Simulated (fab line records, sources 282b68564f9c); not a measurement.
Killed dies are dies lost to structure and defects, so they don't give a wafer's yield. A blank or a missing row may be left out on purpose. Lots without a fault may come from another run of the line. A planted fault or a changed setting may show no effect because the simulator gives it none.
fab line records | flow rit_cmos
record lots=6 wafers=18 last_day=7
route steps=202 shown CONTACT@176 M1@184
lots that met no fault: from a run of the same line without faults
start_h: hours from the record's first day to the start of the lot's first wafer shown | wait_h: hours since the lot's step before | " the same as in the row above | L1.1+2: a row that stands for several wafers | - no value, or no start given | * or withheld: withheld | < > ~ a bound
route shown NAME@n: a module of which the file shows steps, and the number in the route of the first | usual: mean/standard deviation of fault-free wafers | same: alike in all rows | chamber/n: place in a boat | sites: the reading at each site | _std_site: their standard deviation | _edge_site: outer sites' mean less inner sites' | radius_mm: how far each site lies from the wafer's centre | mask NAME#n: copy n | behind: the tool/chamber that last shaped the wafer | hold: why the lot was held/for how many hours/how that ended | device: the transistor (n, p or np) that didn't switch | end of line: the same wafers' tests at the end of the route | a step without rows: its recipe alone | killed: dies lost to structure and defects at the first sort, not the wafer's yield | map: a wafer's dies, x killed, . not, _ none there
set.NAME: the setting as run; set.NAME@STEP: as run at that earlier step | model.NAME: the simulator's own value behind a step, which no gauge read
lots at some steps of the route; a table a step, a row a wafer
services: from which hour (start_h, from the record's first day; less than 0 if before it) a tool's chamber was out of use, for how many hours, and why
## steps
# step RIT_CONTACT_CD_MEAS_08
# recipe target_cd_nm=1000
# usual cd_nm=999.8/2.3
# columns lot.wafer tool chamber start_h wait_h cd_nm
L103.3 cd_sem-02 - 54.78 - 1001.2
L103.5 " - " " 998.1
L103.6 " - " " 998.8
L107.2 cd_sem-01 - 77.68 - 997.3
L107.3 " - " " 997.5
L107.5 " - " " 998.8
L118.1 cd_sem-02 - 129.77 - 1004.3
L118.2 " - " " 1002.7
L118.6 " - " " 1003.2
L121.3 cd_sem-02 - 146.43 - 998.5
L121.4 " - " " 996.9
L121.5 " - " " 996.0
L123.2 cd_sem-01 - 153.33 - 998.9
L123.4 " - " " 999.2
L123.5 " - " " 999.7
L124.2 cd_sem-02 - 159.88 - 998.0
L124.5 " - " " 998.5
L124.6 " - " " 996.8
# step RIT_CONTACT_OVL_MEAS_09
# usual CONTACT_OVL=-0.1/1.4
# columns lot.wafer tool chamber start_h wait_h CONTACT_OVL[nm]
L103.3 overlay-02 - 54.87 0.1 3.5
L103.5 " - " " 2.1
L103.6 " - " " 0.3
L107.2 overlay-01 - 77.79 0.1 -1.9
L107.3 " - " " -0.1
L107.5 " - " " -0.2
L118.1 overlay-01 - 129.89 0.1 -1.4
L118.2 " - " " -0.8
L118.6 " - " " -2.7
L121.3 overlay-01 - 146.52 0.1 0.5
L121.4 " - " " -1.0
L121.5 " - " " -1.5
L123.2 overlay-02 - 153.43 0.1 -0.3
L123.4 " - " " -0.3
L123.5 " - " " -1.0
L124.2 overlay-02 - 159.99 0.1 0.3
L124.5 " - " " 0.2
L124.6 " - " " 1.1
# step RIT_CONTACT_HARDBAKE_10
# recipe resist=NOVOLAK temp_c=140 time_s=60
# step RIT_CONTACT_ETCH_11
# recipe target_depth_a=4800 over_etch_frac=0.2 stop_on=TiSi2 chemistry=CHF3/CF4/Ar target=SiO2 CHF3_flow_sccm=50 cf4_flow_sccm=10 Ar_flow_sccm=100 O2_flow_sccm=5 pressure_mtorr=100 rf_w=200 time_s=320
# usual cf4_flow_sccm=9.998/0.029 drypump_motor_current_A=5.8/0.49 oes_product_au=0.992/0.011 throttle_valve_pct=8.94/0.12
# same time_s=320
# columns lot.wafer tool chamber start_h wait_h cf4_flow_sccm drypump_motor_current_A oes_product_au rf_hours_counter_h throttle_valve_pct
L103.3 rie_diel-04 1 55.11 0.1 9.969 5.7 0.995 100 8.83
L103.5 " 0 " " 9.955 6.5 1.011 - 9.02
L103.6 " 3 " " 10.028 6.0 1.003 - 9.14
L107.2 rie_diel-04 1 78.08 0.1 10.014 5.8 0.990 101 8.84
L107.3 " 0 " " 10.010 6.4 0.996 39 9.02
L107.5 " 3 " " 10.048 6.0 0.990 - 9.14
L118.1 rie_diel-04 0 130.08 0.1 9.983 6.4 1.001 40 9.02
L118.2 " 3 " " 10.022 6.0 0.992 99 9.14
L118.6 " 3 " " 9.946 6.0 0.987 - 9.13
L121.3 rie_diel-01 3 146.70 0.1 10.004 5.7 0.987 9 9.02
L121.4 " 2 " " 10.010 6.1 0.995 49 8.95
L121.5 " 2 " " 10.035 6.1 0.986 - 8.95
L123.2 rie_diel-04 2 153.61 0.1 10.027 5.0 0.994 9 8.90
L123.4 " 3 " " 10.003 6.0 0.991 100 9.16
L123.5 " 3 " " 10.006 6.0 0.992 - 9.14
L124.2 rie_diel-04 0 160.17 0.1 10.021 6.4 1.004 41 9.02
L124.5 " 3 " " 10.012 6.0 0.992 - 9.13
L124.6 " 2 " " 10.017 5.0 0.993 - 8.90
# step RIT_CONTACT_STRIP_12
# recipe chemistry=O2 time_s=180 resist=NOVOLAK platen_temp_c=withheld power_w=500 pressure_mtorr=4000 o2_flow_sccm=4000
# usual drypump_motor_current_A=5.6/0.59
# same time_s=180
# columns lot.wafer tool chamber start_h wait_h drypump_motor_current_A rf_hours_counter_h
L103.3 plasma_asher-04 0 55.36 0.2 4.8 -
L103.5 " 1 " " 5.6 -
L103.6 " 0 " " 4.8 -
L107.2 plasma_asher-01 1 78.27 0.1 5.6 42
L107.3 " 0 " " 6.0 -
L107.5 " 1 " " 5.6 -
L118.1 plasma_asher-04 1 130.27 0.1 5.6 35
L118.2 " 0 " " 4.7 35
L118.6 " 0 " " 4.8 -
L121.3 plasma_asher-01 1 146.95 0.2 5.6 -
L121.4 " 0 " " 6.0 -
L121.5 " 0 " " 6.0 -
L123.2 plasma_asher-01 1 153.81 0.1 5.6 4
L123.4 " 0 " " 6.1 -
L123.5 " 0 " " 6.0 -
L124.2 plasma_asher-02 0 160.36 0.1 6.8 50
L124.5 " 0 " " 6.8 -
L124.6 " 1 " " 6.1 -
# step RIT_CONTACT_CD_MEAS_90
# recipe target_cd_nm=1000
# usual cd_nm=999.7/2.4
# columns lot.wafer tool chamber start_h wait_h cd_nm
L103.3 cd_sem-02 - 55.52 0.1 1000.4
L103.5 " - " " 997.9
L103.6 " - " " 998.3
L107.2 cd_sem-02 - 78.47 0.1 996.2
L107.3 " - " " 996.9
L107.5 " - " " 998.8
L118.1 cd_sem-02 - 130.45 0.1 1004.4
L118.2 " - " " 1002.9
L118.6 " - " " 1003.1
L121.3 cd_sem-01 - 147.11 0.1 998.1
L121.4 " - " " 996.8
L121.5 " - " " 995.9
L123.2 cd_sem-02 - 154.00 0.1 998.6
L123.4 " - " " 999.6
L123.5 " - " " 999.9
L124.2 cd_sem-01 - 160.56 0.1 997.9
L124.5 " - " " 999.1
L124.6 " - " " 996.5
# step RIT_CONTACT_CLEAN_13
# recipe chemistry=SC1 mix=3:3:50 time_s=600 temp_c=75
# step RIT_CONTACT_CLEAN_14
# recipe chemistry=SC2 mix=3:3:50 time_s=600 temp_c=75 dry=n2_spin
# step RIT_M1_SPUTTER_00
# recipe material=Al target_thk_nm=400 power_w=2000 chamber_pressure_pa=0.4 gas=Ar time_s=500 substrate_temp_c=25
# usual throttle_valve_pct=29.9/1.2
# same time_s=500
# columns lot.wafer tool chamber start_h wait_h throttle_valve_pct
L103.3 pvd_sputter-03 - 55.97 0.0 29.5
L103.5 " - " " 32.0
L103.6 " - " " 29.3
L107.2 pvd_sputter-03 - 78.92 0.0 30.7
L107.3 " - " " 32.1
L107.5 " - " " 32.1
L118.1 pvd_sputter-04 - 130.92 0.0 31.4
L118.2 " - " " 28.8
L118.6 " - " " 28.6
L121.3 pvd_sputter-02 - 147.74 0.0 28.8
L121.4 " - " " 30.1
L121.5 " - " " 27.2
L123.2 pvd_sputter-03 - 154.47 0.0 29.4
L123.4 " - " " 30.7
L123.5 " - " " 29.5
L124.2 pvd_sputter-02 - 161.01 0.0 28.8
L124.5 " - " " 29.1
L124.6 " - " " 30.0
# step RIT_M1_RS_MEAS_01
# recipe thk_meas_gauge=four-point-probe reads=Al_of_M1_SPUTTER_00
# usual M1_AL_RS=0.0737/0.0011
# columns lot.wafer tool chamber start_h wait_h M1_AL_RS[ohm/sq]
L103.3 film_metro-04 - 56.30 0.2 0.0735
L103.5 " - " " 0.0723
L103.6 " - " " 0.0742
L107.2 film_metro-02 - 79.23 0.2 0.0730
L107.3 " - " " 0.0723
L107.5 " - " " 0.0722
L118.1 film_metro-04 - 131.21 0.1 0.0729
L118.2 " - " " 0.0757
L118.6 " - " " 0.0759
L121.3 film_metro-04 - 148.08 0.2 0.0741
L121.4 " - " " 0.0747
L121.5 " - " " 0.0741
L123.2 film_metro-04 - 154.78 0.2 0.0747
L123.4 " - " " 0.0736
L123.5 " - " " 0.0744
L124.2 film_metro-01 - 161.36 0.2 0.0725
L124.5 " - " " 0.0732
L124.6 " - " " 0.0751
# step RIT_M1_THK_MEAS_02
# recipe thk_meas_gauge=xrf reads=Al_of_M1_SPUTTER_00
# usual M1_AL_THK=401/6.4
# columns lot.wafer tool chamber start_h wait_h M1_AL_THK[nm]
L103.3 film_metro-04 - 56.40 0.1 402
L103.5 " - " " 411
L103.6 " - " " 402
L107.2 film_metro-02 - 79.34 0.1 401
L107.3 " - " " 405
L107.5 " - " " 407
L118.1 film_metro-04 - 131.33 0.1 407
L118.2 " - " " 390
L118.6 " - " " 389
L121.3 film_metro-04 - 148.18 0.1 401
L121.4 " - " " 398
L121.5 " - " " 403
L123.2 film_metro-04 - 154.89 0.1 401
L123.4 " - " " 404
L123.5 " - " " 399
L124.2 film_metro-01 - 161.47 0.1 405
L124.5 " - " " 401
L124.6 " - " " 391
# step RIT_M1_HMDS_03
# recipe prime_time_s=60 prime_temp_c=140
# step RIT_M1_COAT_04
# recipe resist=NOVOLAK spin_rpm=2000 resist_thk_nm=1300
# columns lot.wafer tool chamber start_h wait_h model.NOVOLAK_of_M1_COAT_04.thk_nm
L103.3+5 litho_track-02 0 56.64 0.1 1296
L103.6 " 0 " " 1293
L107.2 litho_track-01 0 79.57 0.1 1309
L107.3+5 " 0 " " 1307
L118.1 litho_track-01 0 131.54 0.1 1329
L118.2+6 " 0 " " 1328
L121.3 litho_track-01 0 148.42 0.1 1325
L121.4 " 0 " " 1320
L121.5 " 0 " " 1327
L123.2+5 litho_track-04 0 155.12 0.1 1296
L123.4 " 0 " " 1297
L124.2+6 litho_track-02 0 161.69 0.1 1298
L124.5 " 0 " " 1294
# step RIT_M1_SOFTBAKE_05
# recipe resist=NOVOLAK temp_c=89.59 time_s=60
# step RIT_M1_EXPOSE_06
# recipe mask_id=M12 na=0.6 source_shape=conventional sigma_outer=0.5 target_cd_nm=2600 dose_mj=250
# step RIT_M1_PEB_07
# recipe resist=NOVOLAK temp_c=withheld time_s=withheld
# step RIT_M1_DEVELOP_08
# recipe resist=NOVOLAK develop_time_s=68 dev_temp_c=23
# step RIT_M1_CD_MEAS_09
# recipe target_cd_nm=2600
# usual cd_nm=2599.7/2.5
# columns lot.wafer tool chamber start_h wait_h cd_nm
L103.3 cd_sem-01 - 57.49 - 2598.0
L103.5 " - " " 2597.4
L103.6 " - " " 2598.1
L107.2 cd_sem-01 - 80.42 - 2596.8
L107.3 " - " " 2598.6
L107.5 " - " " 2596.0
L118.1 cd_sem-01 - 132.40 - 2602.8
L118.2 " - " " 2600.8
L118.6 " - " " 2604.1
L121.3 cd_sem-02 - 149.26 - 2598.1
L121.4 " - " " 2599.1
L121.5 " - " " 2597.5
L123.2 cd_sem-02 - 155.84 - 2596.1
L123.4 " - " " 2595.9
L123.5 " - " " 2593.7
L124.2 cd_sem-02 - 162.42 - 2603.7
L124.5 " - " " 2601.8
L124.6 " - " " 2602.5
# step RIT_M1_OVL_MEAS_10
# usual M1_OVL=-0.7/1.6
# columns lot.wafer tool chamber start_h wait_h M1_OVL[nm]
L103.3 overlay-02 - 57.58 0.1 -0.7
L103.5 " - " " -1.3
L103.6 " - " " 0.0
L107.2 overlay-01 - 80.52 0.1 -2.9
L107.3 " - " " 0.1
L107.5 " - " " 1.0
L118.1 overlay-02 - 132.52 0.1 -3.4
L118.2 " - " " -2.4
L118.6 " - " " -1.9
L121.3 overlay-01 - 149.35 0.1 1.5
L121.4 " - " " 2.1
L121.5 " - " " 0.3
L123.2 overlay-02 - 155.95 0.1 -0.7
L123.4 " - " " -3.0
L123.5 " - " " -0.4
L124.2 overlay-01 - 162.52 0.1 -0.5
L124.5 " - " " 0.7
L124.6 " - " " 1.0
# step RIT_M1_HARDBAKE_11
# recipe resist=NOVOLAK temp_c=138.8 time_s=120
# step RIT_M1_METAL_ETCH_12
# recipe stop_on=SiO2 chemistry=Cl2/BCl3 target=Al time_s=165 over_etch_frac=0.5 pressure_mtorr=100 target_depth_a=6000 rf_w=250 Cl2_flow_sccm=60 bcl3_flow_sccm=50
# usual drypump_motor_current_A=5.5/0.42 oes_product_au=0.770/0.0096 throttle_valve_pct=8.32/0.17
# same time_s=165
# columns lot.wafer tool chamber start_h wait_h drypump_motor_current_A oes_product_au rf_hours_counter_h throttle_valve_pct model.NOVOLAK_of_M1_COAT_04.thk_nm
L103.3 rie_metal-03 0 57.91 0.2 5.8 0.773 - 8.21 818.8
L103.5 " 0 " " 5.8 0.785 - 8.20 815.3
L103.6 " 1 " " 6.1 0.764 - 8.47 802.3
L107.2 rie_metal-02 1 80.80 0.2 5.3 0.768 33 8.15 812.3
L107.3 " 1 " " 5.3 0.773 - 8.16 806.5
L107.5 " 1 " " 5.3 0.773 - 8.17 809.3
L118.1 rie_metal-03 0 132.80 0.2 5.8 0.770 6 8.21 841.4
L118.2 " 1 " " 6.1 0.751 4 8.47 833.7
L118.6 " 0 " " 5.8 0.762 - 8.21 841.3
L121.3 rie_metal-01 1 149.72 0.2 5.4 0.763 - 8.43 832.5
L121.4 " 0 " " 4.8 0.765 - 8.10 825.9
L121.5 " 1 " " 5.5 0.764 - 8.41 833.9
L123.2 rie_metal-02 0 156.23 0.2 5.3 0.783 0 8.58 801
L123.4 " 1 " " 5.3 0.775 - 8.15 797.2
L123.5 " 1 " " 5.3 0.773 - 8.15 798.4
L124.2 rie_metal-01 0 162.80 0.2 4.8 0.781 4 8.10 807.8
L124.5 " 0 " " 4.8 0.781 - 8.11 803.4
L124.6 " 1 " " 5.5 0.760 - 8.42 809
# step RIT_M1_STRIP_13
# recipe chemistry=nmp resist=NOVOLAK temp_c=80 time_s=600 dry=n2_spin
# step RIT_M1_PROBE_99
# usual defect_limited_yield=97.4/1.1 killed_at_contacts=0.1/0.35 killed_at_front_end=6.9/2.8 killed_dies=7.0/2.8 killed_open=3.4/2 killed_short=3.5/2.1 sort_bin_3_pad_short=0.1/0.19 sort_bin_5_function=1.5/0.79 sort_bin_6_memory=1.0/0.66 sort_n_pass=257.0/2.8 sort_yield_pct=97.3/1.1
# same gross_dies=264 killed_at_M0_to_M3=0 killed_at_M4_up=0 killed_at_back_side=0 killed_at_other=0
# columns lot.wafer tool chamber start_h wait_h defect_limited_yield[%] killed_at_contacts killed_at_front_end killed_dies killed_open killed_short sort_bin_3_pad_short[%] sort_bin_5_function[%] sort_bin_6_memory[%] sort_n_pass sort_yield_pct[%]
L103.3 prober-01 - 60.22 0.2 97.0 1 7 8 4 4 0.4 1.1 1.5 256.0 97.0
L103.5 prober-01 - 60.32 0.2 97.7 0 6 6 2 4 0 1.5 0.8 258.0 97.7
L103.6 prober-01 - 60.37 0.2 96.6 0 9 9 7 2 0 1.9 1.5 255.0 96.6
L107.2 prober-01 - 83.11 0.1 98.1 1 4 5 1 4 0.4 1.1 0.4 259.0 98.1
L107.3 prober-01 - 83.16 0.2 97.3 1 6 7 3 4 0 1.1 1.5 257.0 97.3
L107.5 prober-01 - 83.26 0.2 95.8 0 11 11 7 4 0 3.0 1.1 253.0 95.8
L118.1 prober-02 - 135.06 0.1 97.3 0 7 7 2 5 0.4 1.1 1.1 257.0 97.3
L118.2 prober-02 - 135.11 0.1 98.5 0 4 4 2 2 0 0.8 0.8 260.0 98.5
L118.6 prober-02 - 135.31 0.2 96.6 0 9 9 2 7 0.4 1.5 1.5 255.0 96.6
L121.3 prober-01 - 152.02 0.2 97.3 1 6 7 4 2 0 1.5 1.1 257.0 97.3
L121.4 prober-01 - 152.07 0.2 93.6 2 15 17 3 13 0 3.0 3.4 247.0 93.6
L121.5 prober-01 - 152.12 0.2 97.7 1 5 6 3 2 0 1.1 1.1 258.0 97.7
L123.2 prober-02 - 158.53 0.1 98.1 0 5 5 3 2 0 0.8 1.1 259.0 98.1
L123.4 prober-02 - 158.63 0.2 97.7 0 6 6 4 2 0 1.1 1.1 258.0 97.7
L123.5 prober-02 - 158.68 0.2 97.0 0 8 8 6 2 0 1.5 1.5 256.0 97.0
L124.2 prober-02 - 165.11 0.1 97.7 0 6 6 5 1 0 1.1 1.1 258.0 97.7
L124.5 prober-02 - 165.26 0.2 96.6 0 9 9 2 7 0 0.8 2.7 255.0 96.6
L124.6 prober-02 - 165.31 0.2 96.6 0 9 9 5 3 0 1.9 1.5 255.0 96.6
# killed by level:class
L103.3 GATE:geometric_particle:short=3 SPACER:geometric_particle:open=3 GATE:geometric_particle:open=1 CONTACT:geometric_particle:short=1
L103.5 GATE:geometric_particle:short=3 FOX1:geometric_particle:short=1 GATE:geometric_particle:open=1 SILICIDE:geometric_particle:open=1
L103.6 GATE:geometric_particle:open=3 REOX:geometric_particle:open=2 SILICIDE:geometric_particle:open=2 GATE:geometric_particle:short=1 SILICIDE:geometric_particle:short=1
L107.2 FOX2:geometric_particle:short=2 GATE:geometric_particle:open=1 REOX:geometric_particle:short=1 CONTACT:geometric_particle:short=1
L107.3 FOX2:geometric_particle:short=2 REOX:geometric_particle:open=2 FOX2:geometric_particle:open=1 GATE:geometric_particle:short=1 CONTACT:geometric_particle:short=1
L107.5 GATE:geometric_particle:short=3 GATE:geometric_particle:open=3 FOX2:geometric_particle:open=2 SILICIDE:geometric_particle:open=2 SILICIDE:geometric_particle:short=1
L118.1 SILICIDE:geometric_particle:short=3 GATE:geometric_particle:open=2 REOX:geometric_particle:short=2
L118.2 FOX1:geometric_particle:short=1 FOX2:geometric_particle:open=1 REOX:geometric_particle:short=1 REOX:geometric_particle:open=1
L118.6 REOX:geometric_particle:short=3 GATE:geometric_particle:short=2 FOX1:geometric_particle:open=1 FOX1:geometric_particle:short=1 GATE:geometric_particle:open=1 SILICIDE:geometric_particle:short=1
L121.3 SPACER:geometric_particle:open=2 FOX1:geometric_particle:short=1 GATE:geometric_particle:open=1 REOX:geometric_particle:short=1 SILICIDE:geometric_particle:open=1 CONTACT:coat_microbubble_printed=1
L121.4 SPACER:geometric_particle:short=5 FOX2:geometric_particle:short=2 GATE:geometric_particle:short=2 REOX:geometric_particle:short=2 GATE:geometric_particle:open=1 REOX:geometric_particle:open=1 SPACER:geometric_particle:open=1 SILICIDE:geometric_particle:short=1
L121.5 FOX1:geometric_particle:open=1 GATE:geometric_particle:open=1 REOX:geometric_particle:short=1 SPACER:geometric_particle:short=1 SILICIDE:geometric_particle:open=1 CONTACT:coat_microbubble_printed=1
L123.2 SILICIDE:geometric_particle:open=2 FOX1:geometric_particle:open=1 SPACER:geometric_particle:short=1 SILICIDE:geometric_particle:short=1
L123.4 GATE:geometric_particle:open=2 FOX1:geometric_particle:open=1 GATE:geometric_particle:short=1 SILICIDE:geometric_particle:open=1 SILICIDE:geometric_particle:short=1
L123.5 FOX2:geometric_particle:open=3 GATE:geometric_particle:open=2 FOX1:geometric_particle:open=1 FOX2:geometric_particle:short=1 SILICIDE:geometric_particle:short=1
L124.2 GATE:geometric_particle:open=3 GATE:geometric_particle:short=1 SPACER:geometric_particle:open=1 SILICIDE:geometric_particle:open=1
L124.5 GATE:geometric_particle:short=4 REOX:geometric_particle:short=2 FOX1:geometric_particle:short=1 FOX1:geometric_particle:open=1 REOX:geometric_particle:open=1
L124.6 FOX1:geometric_particle:open=2 FOX1:geometric_particle:short=1 GATE:geometric_particle:short=1 GATE:geometric_particle:open=1 REOX:geometric_particle:short=1 SPACER:geometric_particle:open=1 SILICIDE:geometric_particle:open=1 NRETRO:coat_microbubble_printed=1
## services
# columns tool chamber start_h hours kind
plasma_asher-02 - 33.02 3.0 repair
plasma_asher-01 - 35.35 1.6 repair
rie_metal-01 1 38.74 2.6 repair
pvd_sputter-03 - 56.36 5.5 repair
pvd_sputter-04 - 56.73 3.1 repair
rie_diel-04 0 57.62 2.5 repair
rie_metal-03 - 59.28 4.3 pm
pvd_sputter-03 - 73.05 1.8 repair
plasma_asher-04 - 93.69 0.4 repair
plasma_asher-04 - 105.16 2.2 repair
plasma_asher-01 - 108.75 9.0 pm
plasma_asher-01 0 108.75 9.0 vent_cycle
plasma_asher-01 1 108.75 9.0 vent_cycle
plasma_asher-01 0 117.75 - clean
plasma_asher-01 1 117.75 - clean
plasma_asher-02 - 123.99 3.4 repair
rie_metal-02 - 136.12 20.0 pm
rie_metal-02 0 136.12 20.0 vent_cycle
rie_metal-02 1 136.12 20.0 vent_cycle
plasma_asher-02 - 144.26 7.2 repair
rie_diel-04 3 145.27 2.7 repair
pvd_sputter-03 - 147.63 5.5 repair
rie_metal-02 0 156.12 - clean
plasma_asher-04 - 162.57 3.1 repair
## key
first_sign none at tools or gauges
model_effect step=RIT_M1_COAT_04 value=NOVOLAK_of_M1_COAT_04.thk_nm without=1302 struck=1326
model_effect step=RIT_M1_METAL_ETCH_12 value=NOVOLAK_of_M1_COAT_04.thk_nm without=813.9 struck=834.8
met_at RIT_M1_COAT_04
struck_wafers L118.1,L118.2,L118.6,L121.3,L121.4,L121.5
onset_between 79.57 131.54
fault kind=process_parameter_drift tool=litho_track-01 chamber=- onset_h=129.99 steps=RIT_M1_COAT_04 channel=resist_thk_nm offset=24.107 shape=step end_h=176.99 acts_in=these_recipes_only stated=1300
